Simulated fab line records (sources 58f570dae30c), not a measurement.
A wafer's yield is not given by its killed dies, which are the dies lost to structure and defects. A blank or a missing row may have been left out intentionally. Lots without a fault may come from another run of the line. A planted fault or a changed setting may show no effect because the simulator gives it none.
fab line records / flow berkeley_cmos170
[record] lots = 6 wafers = 18 last_day = 11
route steps=331 shown M2@277
lots untouched by any fault: they come from a run of this same line in which no faults occurred
start_h: hours from the record's first day to the start of the lot's first wafer shown / wait_h: hours elapsed since this lot's preceding step / " repeats the value in the row above / L1.1+2: a single row standing in for several wafers / - value missing, or start not given / * or withheld: withheld / < > ~ a bound
route shown NAME@n: a module of which the file shows steps, and the number in the route of the first / usual: mean/standard deviation taken from wafers without a fault / same: alike in all rows / chamber/n: place in a boat / sites: each site's reading / _std_site: standard deviation across them / _edge_site: the outer-site mean with the inner-site mean subtracted / radius_mm: for every site, how far away it sits from the centre of the wafer / mask NAME#n: copy n / behind: tool/chamber where the wafer was last shaped / hold: cause of the lot's hold/its duration in hours/its outcome / device: whichever transistor did not switch (one of n, p or np) / end of line: tests of these same wafers at the route's end / a step with no rows: only its recipe / killed: dies that structure and defects cost at the first sort, which is not the same as the wafer's yield / map: per-die view of a wafer (x killed, . not killed, _ where there is no die)
set.NAME: setting as actually run; set.NAME@STEP: the setting as run at that earlier step / model.NAME: the simulator's own value behind a step, which no gauge read
a table for each step, a row for each wafer; lots at some steps of the route
services: when a tool's chamber went out of use (start_h, in hours from the record's first day, below 0 if earlier), for how many hours, and the reason
[[steps]]
[step UCB170_M2_SOFTBAKE_06]
[recipe] resist = KrF temp_c = 130 time_s = 60
[step UCB170_M2_STRIP_07]
[recipe] chemistry = O2 power_w = 400 pressure_mtorr = 3500 platen_temp_c = withheld o2_flow_sccm = 400 overash_fraction = 0.5
[usual] drypump_motor_current_A = 6.1/0.43 oes_product_au = 0.735/0.0043 strip_time_to_endpoint_s = 21.99/0.07
[same] overash_fraction = 0.5
lot.wafer=L506.1 tool=plasma_asher-03 chamber=1 start_h=177.36 wait_h=0.1 drypump_motor_current_A=5.9 oes_product_au=0.730 rf_hours_counter_h=44 strip_time_to_endpoint_s=21.99
lot.wafer=L506.2 tool=plasma_asher-03 chamber=0 start_h=177.36 wait_h=0.1 drypump_motor_current_A=6.6 oes_product_au=0.736 rf_hours_counter_h=44 strip_time_to_endpoint_s=22.03
lot.wafer=L506.5 tool=plasma_asher-03 chamber=1 start_h=177.36 wait_h=0.1 drypump_motor_current_A=6.0 oes_product_au=0.739 rf_hours_counter_h=- strip_time_to_endpoint_s=21.99
lot.wafer=L510.1 tool=plasma_asher-02 chamber=1 start_h=196.24 wait_h=0.1 drypump_motor_current_A=5.0 oes_product_au=0.728 rf_hours_counter_h=9 strip_time_to_endpoint_s=22.03
lot.wafer=L510.5 tool=plasma_asher-02 chamber=0 start_h=196.24 wait_h=0.1 drypump_motor_current_A=6.2 oes_product_au=0.740 rf_hours_counter_h=- strip_time_to_endpoint_s=22.04
lot.wafer=L510.6 tool=plasma_asher-02 chamber=1 start_h=196.24 wait_h=0.1 drypump_motor_current_A=5.0 oes_product_au=0.732 rf_hours_counter_h=- strip_time_to_endpoint_s=22.01
lot.wafer=L511.2 tool=plasma_asher-03 chamber=0 start_h=208.27 wait_h=0.1 drypump_motor_current_A=6.7 oes_product_au=0.733 rf_hours_counter_h=47 strip_time_to_endpoint_s=21.99
lot.wafer=L511.4 tool=plasma_asher-03 chamber=0 start_h=208.27 wait_h=0.1 drypump_motor_current_A=6.6 oes_product_au=0.738 rf_hours_counter_h=- strip_time_to_endpoint_s=21.93
lot.wafer=L511.5 tool=plasma_asher-03 chamber=1 start_h=208.27 wait_h=0.1 drypump_motor_current_A=5.9 oes_product_au=0.727 rf_hours_counter_h=- strip_time_to_endpoint_s=21.91
lot.wafer=L520.1 tool=plasma_asher-02 chamber=0 start_h=236.88 wait_h=0.1 drypump_motor_current_A=6.2 oes_product_au=0.737 rf_hours_counter_h=13 strip_time_to_endpoint_s=22.02
lot.wafer=L520.2 tool=plasma_asher-02 chamber=1 start_h=236.88 wait_h=0.1 drypump_motor_current_A=5.0 oes_product_au=0.735 rf_hours_counter_h=13 strip_time_to_endpoint_s=22.01
lot.wafer=L520.4 tool=plasma_asher-02 chamber=0 start_h=236.88 wait_h=0.1 drypump_motor_current_A=6.2 oes_product_au=0.741 rf_hours_counter_h=- strip_time_to_endpoint_s=22.00
lot.wafer=L521.1 tool=plasma_asher-04 chamber=1 start_h=257.47 wait_h=0.1 drypump_motor_current_A=6.1 oes_product_au=0.733 rf_hours_counter_h=57 strip_time_to_endpoint_s=22.11
lot.wafer=L521.3 tool=plasma_asher-04 chamber=1 start_h=257.47 wait_h=0.1 drypump_motor_current_A=6.1 oes_product_au=0.737 rf_hours_counter_h=- strip_time_to_endpoint_s=22.14
lot.wafer=L521.5 tool=plasma_asher-04 chamber=1 start_h=257.47 wait_h=0.1 drypump_motor_current_A=6.2 oes_product_au=0.736 rf_hours_counter_h=- strip_time_to_endpoint_s=22.22
lot.wafer=L523.4 tool=plasma_asher-04 chamber=1 start_h=258.44 wait_h=0.1 drypump_motor_current_A=6.1 oes_product_au=0.741 rf_hours_counter_h=- strip_time_to_endpoint_s=21.99
lot.wafer=L523.5 tool=plasma_asher-04 chamber=1 start_h=258.44 wait_h=0.1 drypump_motor_current_A=6.2 oes_product_au=0.739 rf_hours_counter_h=- strip_time_to_endpoint_s=21.91
lot.wafer=L523.6 tool=plasma_asher-04 chamber=0 start_h=258.44 wait_h=0.1 drypump_motor_current_A=6.1 oes_product_au=0.729 rf_hours_counter_h=- strip_time_to_endpoint_s=22.01
[step UCB170_M2_STRIP_08]
[recipe] chemistry = DMSO temp_c = 80 time_s = 600 material = KrF
[step UCB170_M2_COAT_09]
[recipe] resist = BARC temp_c = withheld time_s = withheld spin_rpm = 3000 resist_thk_nm = withheld
[step UCB170_M2_COAT_10]
[recipe] resist = KrF spin_rpm = 1500 resist_thk_nm = 900
[step UCB170_M2_SOFTBAKE_11]
[recipe] resist = KrF temp_c = 130 time_s = 60
[step UCB170_M2_EXPOSE_12]
[recipe] mask_id = METAL2 target_cd_nm = 700 na = 0.5 sigma_outer = 0.6 source_shape = conventional dose_mj = 26
[step UCB170_M2_PEB_13]
[recipe] peb_temp_c = 130 peb_time_s = withheld resist = KrF
[step UCB170_M2_DEVELOP_14]
[recipe] developer = TMAH develop_time_s = 45 resist = KrF dev_temp_c = 21
[step UCB170_M2_CD_MEAS_15]
[recipe] target_cd_nm = 700
[usual] cd_nm = 700.0/1.7
lot.wafer=L506.1 tool=cd_sem-02 chamber=- start_h=179.13 wait_h=- cd_nm=697.6
lot.wafer=L506.2 tool=cd_sem-02 chamber=- start_h=179.13 wait_h=- cd_nm=697.0
lot.wafer=L506.5 tool=cd_sem-02 chamber=- start_h=179.13 wait_h=- cd_nm=696.5
lot.wafer=L510.1 tool=cd_sem-02 chamber=- start_h=197.49 wait_h=- cd_nm=699.3
lot.wafer=L510.5 tool=cd_sem-02 chamber=- start_h=197.49 wait_h=- cd_nm=701.3
lot.wafer=L510.6 tool=cd_sem-02 chamber=- start_h=197.49 wait_h=- cd_nm=701.1
lot.wafer=L511.2 tool=cd_sem-01 chamber=- start_h=210.84 wait_h=- cd_nm=699.4
lot.wafer=L511.4 tool=cd_sem-01 chamber=- start_h=210.84 wait_h=- cd_nm=699.9
lot.wafer=L511.5 tool=cd_sem-01 chamber=- start_h=210.84 wait_h=- cd_nm=699.6
lot.wafer=L520.1 tool=cd_sem-02 chamber=- start_h=238.33 wait_h=- cd_nm=700.7
lot.wafer=L520.2 tool=cd_sem-02 chamber=- start_h=238.33 wait_h=- cd_nm=700.9
lot.wafer=L520.4 tool=cd_sem-02 chamber=- start_h=238.33 wait_h=- cd_nm=701.9
lot.wafer=L521.1 tool=cd_sem-01 chamber=- start_h=258.73 wait_h=- cd_nm=700.6
lot.wafer=L521.3 tool=cd_sem-01 chamber=- start_h=258.73 wait_h=- cd_nm=700.9
lot.wafer=L521.5 tool=cd_sem-01 chamber=- start_h=258.73 wait_h=- cd_nm=700.6
lot.wafer=L523.4 tool=cd_sem-01 chamber=- start_h=259.93 wait_h=- cd_nm=700.6
lot.wafer=L523.5 tool=cd_sem-01 chamber=- start_h=259.93 wait_h=- cd_nm=701.2
lot.wafer=L523.6 tool=cd_sem-01 chamber=- start_h=259.93 wait_h=- cd_nm=701.1
[step UCB170_M2_OVL_MEAS_16]
[usual] M2_OVL = 2/7.2
lot.wafer=L506.1 tool=overlay-02 chamber=- start_h=179.25 wait_h=0.1 M2_OVL[nm]=20
lot.wafer=L506.2 tool=overlay-02 chamber=- start_h=179.25 wait_h=0.1 M2_OVL[nm]=13
lot.wafer=L506.5 tool=overlay-02 chamber=- start_h=179.25 wait_h=0.1 M2_OVL[nm]=16
lot.wafer=L510.1 tool=overlay-02 chamber=- start_h=197.61 wait_h=0.1 M2_OVL[nm]=-7
lot.wafer=L510.5 tool=overlay-02 chamber=- start_h=197.61 wait_h=0.1 M2_OVL[nm]=-4
lot.wafer=L510.6 tool=overlay-02 chamber=- start_h=197.61 wait_h=0.1 M2_OVL[nm]=0
lot.wafer=L511.2 tool=overlay-02 chamber=- start_h=210.94 wait_h=0.1 M2_OVL[nm]=-4
lot.wafer=L511.4 tool=overlay-02 chamber=- start_h=210.94 wait_h=0.1 M2_OVL[nm]=0
lot.wafer=L511.5 tool=overlay-02 chamber=- start_h=210.94 wait_h=0.1 M2_OVL[nm]=-6
lot.wafer=L520.1 tool=overlay-01 chamber=- start_h=238.45 wait_h=0.1 M2_OVL[nm]=3
lot.wafer=L520.2 tool=overlay-01 chamber=- start_h=238.45 wait_h=0.1 M2_OVL[nm]=0
lot.wafer=L520.4 tool=overlay-01 chamber=- start_h=238.45 wait_h=0.1 M2_OVL[nm]=2
lot.wafer=L521.1 tool=overlay-01 chamber=- start_h=258.85 wait_h=0.1 M2_OVL[nm]=-2
lot.wafer=L521.3 tool=overlay-01 chamber=- start_h=258.85 wait_h=0.1 M2_OVL[nm]=-10
lot.wafer=L521.5 tool=overlay-01 chamber=- start_h=258.85 wait_h=0.1 M2_OVL[nm]=-3
lot.wafer=L523.4 tool=overlay-02 chamber=- start_h=260.00 wait_h=0.1 M2_OVL[nm]=4
lot.wafer=L523.5 tool=overlay-02 chamber=- start_h=260.00 wait_h=0.1 M2_OVL[nm]=7
lot.wafer=L523.6 tool=overlay-02 chamber=- start_h=260.00 wait_h=0.1 M2_OVL[nm]=16
[step UCB170_M2_ETCH_17]
[recipe] chemistry = N2/H2 target_depth_a = withheld overetch_a = withheld target = BARC time_s = withheld source_w = 500 bias_w = 100 pressure_mtorr = 30 n2_flow_sccm = 100 h2_flow_sccm = 200
[usual] chamber_pressure_mTorr = 30.002/0.026 drypump_motor_current_A = 5.9/0.41 oes_product_au = 0.990/0.026 throttle_valve_pct = 13.21/0.2
lot.wafer=L506.1 tool=rie_diel-02 chamber=0 start_h=179.28 wait_h=0.0 chamber_pressure_mTorr=30.049 drypump_motor_current_A=6.3 oes_product_au=0.989 throttle_valve_pct=12.88
lot.wafer=L506.2 tool=rie_diel-02 chamber=2 start_h=179.28 wait_h=0.0 chamber_pressure_mTorr=30.037 drypump_motor_current_A=5.5 oes_product_au=0.963 throttle_valve_pct=13.45
lot.wafer=L506.5 tool=rie_diel-02 chamber=0 start_h=179.28 wait_h=0.0 chamber_pressure_mTorr=30.020 drypump_motor_current_A=6.3 oes_product_au=0.988 throttle_valve_pct=12.88
lot.wafer=L510.1 tool=rie_diel-02 chamber=3 start_h=197.64 wait_h=0.0 chamber_pressure_mTorr=29.991 drypump_motor_current_A=5.6 oes_product_au=0.984 throttle_valve_pct=13.19
lot.wafer=L510.5 tool=rie_diel-02 chamber=2 start_h=197.64 wait_h=0.0 chamber_pressure_mTorr=29.995 drypump_motor_current_A=5.5 oes_product_au=0.973 throttle_valve_pct=13.46
lot.wafer=L510.6 tool=rie_diel-02 chamber=0 start_h=197.64 wait_h=0.0 chamber_pressure_mTorr=29.949 drypump_motor_current_A=6.3 oes_product_au=1.017 throttle_valve_pct=12.88
lot.wafer=L511.2 tool=rie_diel-02 chamber=3 start_h=210.97 wait_h=0.0 chamber_pressure_mTorr=29.969 drypump_motor_current_A=5.6 oes_product_au=0.986 throttle_valve_pct=13.18
lot.wafer=L511.4 tool=rie_diel-02 chamber=0 start_h=210.97 wait_h=0.0 chamber_pressure_mTorr=30.007 drypump_motor_current_A=6.3 oes_product_au=1.012 throttle_valve_pct=12.87
lot.wafer=L511.5 tool=rie_diel-02 chamber=1 start_h=210.97 wait_h=0.0 chamber_pressure_mTorr=29.978 drypump_motor_current_A=5.5 oes_product_au=1.026 throttle_valve_pct=13.31
lot.wafer=L520.1 tool=rie_diel-03 chamber=0 start_h=238.48 wait_h=0.0 chamber_pressure_mTorr=30.010 drypump_motor_current_A=5.2 oes_product_au=1.001 throttle_valve_pct=13.21
lot.wafer=L520.2 tool=rie_diel-03 chamber=1 start_h=238.48 wait_h=0.0 chamber_pressure_mTorr=30.031 drypump_motor_current_A=6.3 oes_product_au=0.970 throttle_valve_pct=13.00
lot.wafer=L520.4 tool=rie_diel-03 chamber=2 start_h=238.48 wait_h=0.0 chamber_pressure_mTorr=29.993 drypump_motor_current_A=6.1 oes_product_au=1.028 throttle_valve_pct=12.93
lot.wafer=L521.1 tool=rie_diel-02 chamber=2 start_h=258.89 wait_h=0.0 chamber_pressure_mTorr=30.005 drypump_motor_current_A=5.4 oes_product_au=0.974 throttle_valve_pct=13.44
lot.wafer=L521.3 tool=rie_diel-02 chamber=0 start_h=258.89 wait_h=0.0 chamber_pressure_mTorr=30.003 drypump_motor_current_A=6.3 oes_product_au=0.997 throttle_valve_pct=12.89
lot.wafer=L521.5 tool=rie_diel-02 chamber=3 start_h=258.89 wait_h=0.0 chamber_pressure_mTorr=29.999 drypump_motor_current_A=5.6 oes_product_au=0.987 throttle_valve_pct=13.18
lot.wafer=L523.4 tool=rie_diel-03 chamber=1 start_h=260.02 wait_h=0.0 chamber_pressure_mTorr=30.019 drypump_motor_current_A=6.3 oes_product_au=0.964 throttle_valve_pct=12.99
lot.wafer=L523.5 tool=rie_diel-03 chamber=3 start_h=260.02 wait_h=0.0 chamber_pressure_mTorr=30.025 drypump_motor_current_A=5.6 oes_product_au=0.986 throttle_valve_pct=13.36
lot.wafer=L523.6 tool=rie_diel-03 chamber=2 start_h=260.02 wait_h=0.0 chamber_pressure_mTorr=30.014 drypump_motor_current_A=6.1 oes_product_au=1.033 throttle_valve_pct=12.92
[step UCB170_M2_METAL_ETCH_18]
[recipe] chemistry = Cl2/BCl3 target = Al stop_on = SiO2 pressure_mtorr = 12 target_depth_a = 11700 over_etch_frac = 0.3 time_s = 195 icp_w = 600 bias_w = 120 Cl2_flow_sccm = 90 bcl3_flow_sccm = 45
[usual] chamber_pressure_mTorr = 11.999/0.011 drypump_motor_current_A = 5.93/0.14 oes_product_au = 0.850/0.016 throttle_valve_pct = 24.31/0.18
lot.wafer=L506.1 tool=rie_metal-03 chamber=0 start_h=179.32 wait_h=- chamber_pressure_mTorr=12.011 drypump_motor_current_A=6.01 oes_product_au=0.833 rf_hours_counter_h=4 throttle_valve_pct=24.56 model.KrF_of_M2_COAT_10.thk_nm=217.8 model.SiO2_of_V1_CVD_00.thk_nm=938.3
lot.wafer=L506.2 tool=rie_metal-03 chamber=1 start_h=179.32 wait_h=- chamber_pressure_mTorr=11.990 drypump_motor_current_A=6.19 oes_product_au=0.854 rf_hours_counter_h=4 throttle_valve_pct=24.45 model.KrF_of_M2_COAT_10.thk_nm=198 model.SiO2_of_V1_CVD_00.thk_nm=935.6
lot.wafer=L506.5 tool=rie_metal-03 chamber=0 start_h=179.32 wait_h=- chamber_pressure_mTorr=12.013 drypump_motor_current_A=6.00 oes_product_au=0.832 rf_hours_counter_h=- throttle_valve_pct=24.56 model.KrF_of_M2_COAT_10.thk_nm=221.5 model.SiO2_of_V1_CVD_00.thk_nm=938.7
lot.wafer=L510.1 tool=rie_metal-04 chamber=0 start_h=197.68 wait_h=- chamber_pressure_mTorr=11.995 drypump_motor_current_A=5.85 oes_product_au=0.834 rf_hours_counter_h=0 throttle_valve_pct=24.40 model.KrF_of_M2_COAT_10.thk_nm=218.3 model.SiO2_of_V1_CVD_00.thk_nm=940.2
lot.wafer=L510.5 tool=rie_metal-04 chamber=1 start_h=197.68 wait_h=- chamber_pressure_mTorr=12.013 drypump_motor_current_A=5.95 oes_product_au=0.845 rf_hours_counter_h=- throttle_valve_pct=24.07 model.KrF_of_M2_COAT_10.thk_nm=240.7 model.SiO2_of_V1_CVD_00.thk_nm=941.6
lot.wafer=L510.6 tool=rie_metal-04 chamber=0 start_h=197.68 wait_h=- chamber_pressure_mTorr=12.007 drypump_motor_current_A=5.83 oes_product_au=0.833 rf_hours_counter_h=- throttle_valve_pct=24.39 model.KrF_of_M2_COAT_10.thk_nm=218.6 model.SiO2_of_V1_CVD_00.thk_nm=939.9
lot.wafer=L511.2 tool=rie_metal-04 chamber=0 start_h=211.02 wait_h=- chamber_pressure_mTorr=5.982 drypump_motor_current_A=5.83 oes_product_au=0.827 rf_hours_counter_h=1 throttle_valve_pct=24.38 model.KrF_of_M2_COAT_10.thk_nm=256.2 model.SiO2_of_V1_CVD_00.thk_nm=927.6
lot.wafer=L511.4 tool=rie_metal-04 chamber=0 start_h=211.02 wait_h=- chamber_pressure_mTorr=5.993 drypump_motor_current_A=5.78 oes_product_au=0.839 rf_hours_counter_h=- throttle_valve_pct=24.37 model.KrF_of_M2_COAT_10.thk_nm=252.3 model.SiO2_of_V1_CVD_00.thk_nm=930.5
lot.wafer=L511.5 tool=rie_metal-04 chamber=0 start_h=211.02 wait_h=- chamber_pressure_mTorr=5.981 drypump_motor_current_A=5.83 oes_product_au=0.837 rf_hours_counter_h=- throttle_valve_pct=24.38 model.KrF_of_M2_COAT_10.thk_nm=251.4 model.SiO2_of_V1_CVD_00.thk_nm=929.2
lot.wafer=L520.1 tool=rie_metal-04 chamber=0 start_h=238.52 wait_h=- chamber_pressure_mTorr=6.002 drypump_motor_current_A=5.84 oes_product_au=0.841 rf_hours_counter_h=1 throttle_valve_pct=24.39 model.KrF_of_M2_COAT_10.thk_nm=248.7 model.SiO2_of_V1_CVD_00.thk_nm=928.8
lot.wafer=L520.2 tool=rie_metal-04 chamber=1 start_h=238.52 wait_h=- chamber_pressure_mTorr=5.994 drypump_motor_current_A=5.93 oes_product_au=0.853 rf_hours_counter_h=12 throttle_valve_pct=24.08 model.KrF_of_M2_COAT_10.thk_nm=266.6 model.SiO2_of_V1_CVD_00.thk_nm=928.8
lot.wafer=L520.4 tool=rie_metal-04 chamber=0 start_h=238.52 wait_h=- chamber_pressure_mTorr=5.981 drypump_motor_current_A=5.81 oes_product_au=0.843 rf_hours_counter_h=- throttle_valve_pct=24.37 model.KrF_of_M2_COAT_10.thk_nm=248.2 model.SiO2_of_V1_CVD_00.thk_nm=928
lot.wafer=L521.1 tool=rie_metal-03 chamber=0 start_h=258.93 wait_h=- chamber_pressure_mTorr=11.983 drypump_motor_current_A=6.00 oes_product_au=0.820 rf_hours_counter_h=6 throttle_valve_pct=24.56 model.KrF_of_M2_COAT_10.thk_nm=216.6 model.SiO2_of_V1_CVD_00.thk_nm=936.5
lot.wafer=L521.3 tool=rie_metal-03 chamber=0 start_h=258.93 wait_h=- chamber_pressure_mTorr=12.014 drypump_motor_current_A=6.00 oes_product_au=0.841 rf_hours_counter_h=- throttle_valve_pct=24.55 model.KrF_of_M2_COAT_10.thk_nm=222.1 model.SiO2_of_V1_CVD_00.thk_nm=938.9
lot.wafer=L521.5 tool=rie_metal-03 chamber=0 start_h=258.93 wait_h=- chamber_pressure_mTorr=12.006 drypump_motor_current_A=6.01 oes_product_au=0.837 rf_hours_counter_h=- throttle_valve_pct=24.55 model.KrF_of_M2_COAT_10.thk_nm=228.5 model.SiO2_of_V1_CVD_00.thk_nm=937.7
lot.wafer=L523.4 tool=rie_metal-01 chamber=0 start_h=260.13 wait_h=- chamber_pressure_mTorr=12.006 drypump_motor_current_A=5.69 oes_product_au=0.868 rf_hours_counter_h=- throttle_valve_pct=24.40 model.KrF_of_M2_COAT_10.thk_nm=193.3 model.SiO2_of_V1_CVD_00.thk_nm=935.8
lot.wafer=L523.5 tool=rie_metal-01 chamber=1 start_h=260.13 wait_h=- chamber_pressure_mTorr=12.010 drypump_motor_current_A=5.94 oes_product_au=0.879 rf_hours_counter_h=- throttle_valve_pct=24.11 model.KrF_of_M2_COAT_10.thk_nm=218.4 model.SiO2_of_V1_CVD_00.thk_nm=940.9
lot.wafer=L523.6 tool=rie_metal-01 chamber=0 start_h=260.13 wait_h=- chamber_pressure_mTorr=11.995 drypump_motor_current_A=5.67 oes_product_au=0.863 rf_hours_counter_h=- throttle_valve_pct=24.41 model.KrF_of_M2_COAT_10.thk_nm=197.8 model.SiO2_of_V1_CVD_00.thk_nm=936.1
[step UCB170_M2_STRIP_19]
[recipe] chemistry = O2 power_w = 400 pressure_mtorr = 3500 platen_temp_c = withheld o2_flow_sccm = 400 overash_fraction = 0.5
[usual] drypump_motor_current_A = 6.1/0.37 oes_product_au = 0.548/0.017
[same] overash_fraction = 0.5
lot.wafer=L506.1 tool=plasma_asher-04 chamber=0 start_h=179.51 wait_h=0.1 drypump_motor_current_A=6.1 oes_product_au=0.558 rf_hours_counter_h=50
lot.wafer=L506.2 tool=plasma_asher-04 chamber=1 start_h=179.51 wait_h=0.1 drypump_motor_current_A=6.2 oes_product_au=0.532 rf_hours_counter_h=50
lot.wafer=L506.5 tool=plasma_asher-04 chamber=1 start_h=179.51 wait_h=0.1 drypump_motor_current_A=6.1 oes_product_au=0.554 rf_hours_counter_h=-
lot.wafer=L510.1 tool=plasma_asher-04 chamber=1 start_h=197.87 wait_h=0.1 drypump_motor_current_A=6.2 oes_product_au=0.553 rf_hours_counter_h=52
lot.wafer=L510.5 tool=plasma_asher-04 chamber=0 start_h=197.87 wait_h=0.1 drypump_motor_current_A=6.1 oes_product_au=0.567 rf_hours_counter_h=-
lot.wafer=L510.6 tool=plasma_asher-04 chamber=1 start_h=197.87 wait_h=0.1 drypump_motor_current_A=6.1 oes_product_au=0.542 rf_hours_counter_h=-
lot.wafer=L511.2 tool=plasma_asher-04 chamber=0 start_h=211.20 wait_h=0.1 drypump_motor_current_A=6.1 oes_product_au=0.593 rf_hours_counter_h=53
lot.wafer=L511.4 tool=plasma_asher-04 chamber=0 start_h=211.20 wait_h=0.1 drypump_motor_current_A=6.0 oes_product_au=0.585 rf_hours_counter_h=-
lot.wafer=L511.5 tool=plasma_asher-04 chamber=1 start_h=211.20 wait_h=0.1 drypump_motor_current_A=6.1 oes_product_au=0.580 rf_hours_counter_h=-
lot.wafer=L520.1 tool=plasma_asher-03 chamber=0 start_h=238.71 wait_h=0.1 drypump_motor_current_A=6.6 oes_product_au=0.589 rf_hours_counter_h=51
lot.wafer=L520.2 tool=plasma_asher-03 chamber=1 start_h=238.71 wait_h=0.1 drypump_motor_current_A=6.0 oes_product_au=0.596 rf_hours_counter_h=51
lot.wafer=L520.4 tool=plasma_asher-03 chamber=1 start_h=238.71 wait_h=0.1 drypump_motor_current_A=6.0 oes_product_au=0.584 rf_hours_counter_h=-
lot.wafer=L521.1 tool=plasma_asher-02 chamber=1 start_h=259.12 wait_h=0.1 drypump_motor_current_A=5.0 oes_product_au=0.545 rf_hours_counter_h=16
lot.wafer=L521.3 tool=plasma_asher-02 chamber=0 start_h=259.12 wait_h=0.1 drypump_motor_current_A=6.2 oes_product_au=0.554 rf_hours_counter_h=-
lot.wafer=L521.5 tool=plasma_asher-02 chamber=1 start_h=259.12 wait_h=0.1 drypump_motor_current_A=5.0 oes_product_au=0.563 rf_hours_counter_h=-
lot.wafer=L523.4 tool=plasma_asher-02 chamber=0 start_h=260.28 wait_h=0.1 drypump_motor_current_A=6.2 oes_product_au=0.517 rf_hours_counter_h=-
lot.wafer=L523.5 tool=plasma_asher-02 chamber=0 start_h=260.28 wait_h=0.1 drypump_motor_current_A=6.3 oes_product_au=0.554 rf_hours_counter_h=-
lot.wafer=L523.6 tool=plasma_asher-02 chamber=1 start_h=260.28 wait_h=0.1 drypump_motor_current_A=5.0 oes_product_au=0.537 rf_hours_counter_h=-
[[services]]
tool=rie_diel-02 chamber=0 start_h=153.99 hours=1.4 kind=repair
tool=rie_metal-04 chamber=0 start_h=166.63 hours=- kind=clean
tool=rie_metal-04 chamber=0 start_h=166.63 hours=18.5 kind=scheduled_down
tool=rie_metal-04 chamber=0 start_h=166.63 hours=18.5 kind=vent_cycle
tool=rie_diel-03 chamber=1 start_h=181.93 hours=5.6 kind=repair
tool=rie_diel-02 chamber=1 start_h=186.83 hours=- kind=clean
tool=rie_diel-02 chamber=1 start_h=186.83 hours=23.1 kind=scheduled_down
tool=rie_diel-02 chamber=1 start_h=186.83 hours=23.1 kind=vent_cycle
tool=plasma_asher-04 chamber=- start_h=223.04 hours=2.1 kind=repair
tool=rie_metal-03 chamber=1 start_h=225.16 hours=3.3 kind=repair
tool=plasma_asher-04 chamber=- start_h=229.47 hours=14.6 kind=pm
tool=rie_diel-02 chamber=2 start_h=235.43 hours=7.6 kind=repair
tool=plasma_asher-03 chamber=- start_h=246.54 hours=13.5 kind=repair
[[key]]
[first_sign] step = UCB170_M2_METAL_ETCH_18 reading = chamber_pressure_mTorr direction = down sigmas = 99+ usual = 11.999 struck = 5.989
effect none on later readings
[model_effect] step = UCB170_M2_METAL_ETCH_18 value = KrF_of_M2_COAT_10.thk_nm without = 218.7 struck = 253.9
met_at UCB170_M2_METAL_ETCH_18
struck_wafers L511.2,L511.4,L511.5,L520.1,L520.2,L520.4
sort_left_out L520.1,L520.2,L520.4
onset_between 197.68 211.02
[fault] kind = process_parameter_drift tool = rie_metal-04 chamber = - onset_h = 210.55 steps = UCB170_M2_METAL_ETCH_18 channel = pressure_mtorr offset = -6 shape = step end_h = 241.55 acts_in = these_recipes_only stated = 12
// sort_left_out: the simulated sort isn't trusted on such a fault, so these wafers' sort isn't shown, and their yield isn't known
